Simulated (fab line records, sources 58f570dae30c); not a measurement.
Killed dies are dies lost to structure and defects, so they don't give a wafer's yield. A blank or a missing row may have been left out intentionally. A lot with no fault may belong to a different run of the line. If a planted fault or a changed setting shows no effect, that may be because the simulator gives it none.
Which of the tools did it? -- flow berkeley-cmos170 -- 42 wafers from 14 lots sampled at 6 of the route's 331 steps

## WHAT THE GAUGES SHOWED, per wafer
UCB170_CONTACT_THK_MEAS_02. Usual: CONTACT_PSG_THK typically reads 698 nm, with standard deviation 6.5.
lot,measured,on,CONTACT_PSG_THK (nm),flag
L827,day 7 10:04,film-metro-02,704 710 708,
L828,day 7 11:52,film-metro-03,703 695 702,
L829,day 7 23:16,film-metro-02,708 707 702,
L830,day 8 01:02,film-metro-04,706 709 704,
L833,day 8 11:26,film-metro-02,700 702 699,
L831,day 8 13:04,film-metro-04,698 699 692,
L832,day 8 13:04,film-metro-02,694 697 700,
L836,day 9 10:23,film-metro-02,693 699 697,
L835,day 9 10:37,film-metro-03,703 699 703,
L837,day 9 15:54,film-metro-02,1402 1399 1394,OFF
L838,day 9 15:53,film-metro-04,1395 1395 1391,OFF
L839,day 9 12:11,film-metro-03,687 679 688,
L840,day 10 02:03,film-metro-04,697 702 693,
L848,day 11 00:52,film-metro-03,695 689 694,

UCB170_M2_CD_MEAS_15 targets a cd of 700 nm. Usual: cd-nm at 700.1 nm, with a standard deviation of 1.5.
lot,measured,on,cd-nm (nm),flag
L827,day 7 23:19,cd-sem-01,701.5 701.5 700.3,
L828,day 8 05:08,cd-sem-02,699.5 701.2 699.4,
L829,day 8 13:47,cd-sem-02,701.8 701.3 703.2,
L830,day 8 16:25,cd-sem-01,699.6 699.6 696.9,
L833,day 9 06:05,cd-sem-01,701.3 701.9 700.9,
L831,day 9 06:41,cd-sem-01,697.4 696.2 697.8,
L832,day 9 06:46,cd-sem-02,697.4 697.1 697.0,
L836,day 10 01:16,cd-sem-01,703.2 701.9 701.7,
L835,day 10 00:58,cd-sem-02,700.1 700.1 699.9,
L839,day 10 01:09,cd-sem-01,701.1 699.7 700.6,
L840,day 10 19:19,cd-sem-02,700.5 699.7 698.2,
L848,day 11 14:01,cd-sem-01,700.2 699.8 698.9,

UCB170_M3_THK_MEAS_03: measures by xrf. Usual: M3_AL_THK typically reads 915 nm, with standard deviation 10.
lot,measured,on,M3_AL_THK (nm),flag
L827,day 8 03:20,film-metro-01,903 924 932,
L828,day 8 08:33,film-metro-03,904 922 920,
L829,day 8 17:29,film-metro-02,903 904 898,
L830,day 8 19:40,film-metro-01,913 917 911,
L833,day 9 09:25,film-metro-01,919 931 918,
L831,day 9 10:06,film-metro-03,898 903 901,
L832,day 9 10:29,film-metro-01,913 916 915,
L836,day 10 05:43,film-metro-03,901 904 900,
L835,day 10 05:08,film-metro-03,913 914 919,
L839,day 10 05:25,film-metro-01,919 930 905,
L840,day 10 22:40,film-metro-01,927 924 925,
L848,day 11 17:10,film-metro-02,901 894 901,

UCB170_M3_OVL_MEAS_16. Usual: M3_OVL typically reads 0 nm, with standard deviation 4.6.
lot,measured,on,M3_OVL (nm),flag
L827,day 8 06:48,overlay-02,0 -1 5,
L828,day 8 10:28,overlay-02,9 15 8,
L829,day 8 19:34,overlay-01,-4 6 4,
L830,day 8 21:40,overlay-02,-2 3 -1,
L833,day 9 11:09,overlay-02,-1 -2 -2,
L831,day 9 12:11,overlay-01,2 -4 -1,
L832,day 9 12:27,overlay-01,-3 7 6,
L836,day 10 10:37,overlay-01,-1 -2 0,
L835,day 10 08:10,overlay-02,10 8 13,
L839,day 10 08:18,overlay-02,-4 -6 -7,
L840,day 11 00:24,overlay-02,-2 -1 -3,
L848,day 11 19:06,overlay-02,-2 1 -8,

## EACH LOT AND THE TOOL THAT RAN IT (in order: tool; ch and the chambers of the sampled wafers; start)
lot,UCB170_CONTACT_CVD_01,UCB170_CONTACT_ETCH_18
L827,"lpcvd-02 ch 0, day 7 08:17","rie-diel-03 ch 1,2,3, day 7 23:19 or earlier"
L828,"lpcvd-02 ch 0, day 7 10:04","rie-diel-03 ch 0,1,2, day 8 05:08 or earlier"
L829,"lpcvd-02 ch 1, day 7 21:29","rie-diel-03 ch 0,2, day 8 13:47 or earlier"
L830,"lpcvd-02 ch 1, day 7 23:16","rie-diel-04 ch 0,1,3, day 8 16:25 or earlier"
L833,"lpcvd-02 ch 0, day 8 09:38","rie-diel-03 ch 2,3, day 9 06:05 or earlier"
L831,"lpcvd-01 ch 0, day 8 11:16","rie-diel-01 ch 0,2,3, day 9 06:41 or earlier"
L832,"lpcvd-01 ch 1, day 8 11:16","rie-diel-04 ch 0,1,2, day 9 06:46 or earlier"
L836,"lpcvd-01 ch 0, day 9 08:37","rie-diel-04 ch 2,3, day 10 01:16 or earlier"
L835,"lpcvd-02 ch 0, day 9 08:50","rie-diel-03 ch 0,2, day 10 00:58 or earlier"
L837,"lpcvd-01 ch 1, day 9 10:23","rie-diel-04 ch 1,3, no start"
L838,"lpcvd-01 ch 0, day 9 10:23","rie-diel-03 ch 1,3, no start"
L839,"lpcvd-01 ch 0, day 9 10:23","rie-diel-03 ch 0,3, day 10 01:09 or earlier"
L840,"lpcvd-02 ch 1, day 10 00:15","rie-diel-03 ch 1,3, day 10 19:19 or earlier"
L848,"lpcvd-01 ch 0, day 10 23:05","rie-diel-03 ch 0,1,3, day 11 14:01 or earlier"
- UCB170_CONTACT_CVD_01: deposits PSG from SiH4/O2/PH3, target thk 700 nm, time 2820 s.
- UCB170_CONTACT_ETCH_18: etches PSG in CHF3/CF4/Ar, stops on TiSi2, target depth 840 nm, time 195 s.

## WHAT THE TOOLS THEMSELVES READ (means of the sampled wafers that have a number; where no wafer has one, the mark that the record gives instead)
UCB170_CONTACT_CVD_01. Usual: spike-tc-source-C 468.6 C, standard deviation 2.4; zone-power-centre-pct 21.7 %, standard deviation 2.3; zone-power-source-pct 7.3 %, standard deviation 0.37.
lot,tool,spike-tc-source-C (C),zone-power-centre-pct (%),zone-power-source-pct (%),flag
L827,lpcvd-02,468.2,19.1,7.3,
L828,lpcvd-02,467.6,18.9,7.3,
L829,lpcvd-02,473.2,22.5,7.5,
L830,lpcvd-02,473.8,22.5,7.5,
L833,lpcvd-02,467.7,19.1,7.3,
L831,lpcvd-01,468.6,21.1,6.8,
L832,lpcvd-01,467.1,25.5,7.8,
L836,lpcvd-01,467.8,21.1,6.9,
L835,lpcvd-02,468.1,18.9,7.3,
L837,lpcvd-01,466.8,25.3,7.9,
L838,lpcvd-01,467.6,21.1,6.9,
L839,lpcvd-01,468.6,21.2,6.9,
L840,lpcvd-02,473.3,22.6,7.5,
L848,lpcvd-01,468.3,21.2,6.8,

UCB170_CONTACT_ETCH_18. Usual: chamber-pressure-mTorr 200.03 mTorr, standard deviation 0.19; drypump-motor-current-A 5.5 A, standard deviation 0.33; oes-product-au 0.896 a.u., standard deviation 0.014; throttle-valve-pct 6.91 %, standard deviation 0.13.
lot,tool,chamber-pressure-mTorr (mTorr),drypump-motor-current-A (A),oes-product-au (a.u.),throttle-valve-pct (%),flag
L827,rie-diel-03,200.10,5.6,0.916,6.84,
L828,rie-diel-03,200.01,5.5,0.893,6.85,
L829,rie-diel-03,199.91,5.3,0.895,6.83,
L830,rie-diel-04,199.93,5.5,0.895,6.99,
L833,rie-diel-03,199.98,5.3,0.908,6.86,
L831,rie-diel-01,200.07,5.5,0.895,6.94,
L832,rie-diel-04,200.02,5.7,0.886,7.05,
L836,rie-diel-04,200.18,5.6,0.894,7.07,
L835,rie-diel-03,200.16,5.3,0.890,6.81,
L837,rie-diel-04,200.06,5.2,1.013,6.94,OFF
L838,rie-diel-03,200.21,5.7,1.022,6.78,OFF
L839,rie-diel-03,200.01,5.5,0.884,6.76,
L840,rie-diel-03,200.05,5.9,0.915,6.83,
L848,rie-diel-03,200.22,5.7,0.902,6.79,

## THE ANSWER, worked out from the rows above alone
Rule: a lot counts as off when the mean over its wafers that have a number is more than 3 standard deviations away from the usual mean. A lot without any number at a reading at which 4 lots or more have one is off too. Where the step has rows for the other lots, those lots are counted as sound. The gauges are gone through in route order, then the tools' own readings, and for those a lot's mean is taken as printed above. The first step at which some lot is off is used, and at that step the reading that is off furthest; a lot without a number counts as furthest.
Off: at UCB170_CONTACT_THK_MEAS_02 (CONTACT_PSG_THK), L837, L838.
If a tool, at a process step before that reading, ran all the lots that are off and no sound lot after the first of them, it fits. Not tried: the gauges at UCB170_CONTACT_THK_MEAS_02; whatever is off there is also off at UCB170_CONTACT_ETCH_18, on other tools, and gauge error can't account for it. None of those tried fits.

## WHAT HAD BEEN PUT IN BY THE SIMULATOR
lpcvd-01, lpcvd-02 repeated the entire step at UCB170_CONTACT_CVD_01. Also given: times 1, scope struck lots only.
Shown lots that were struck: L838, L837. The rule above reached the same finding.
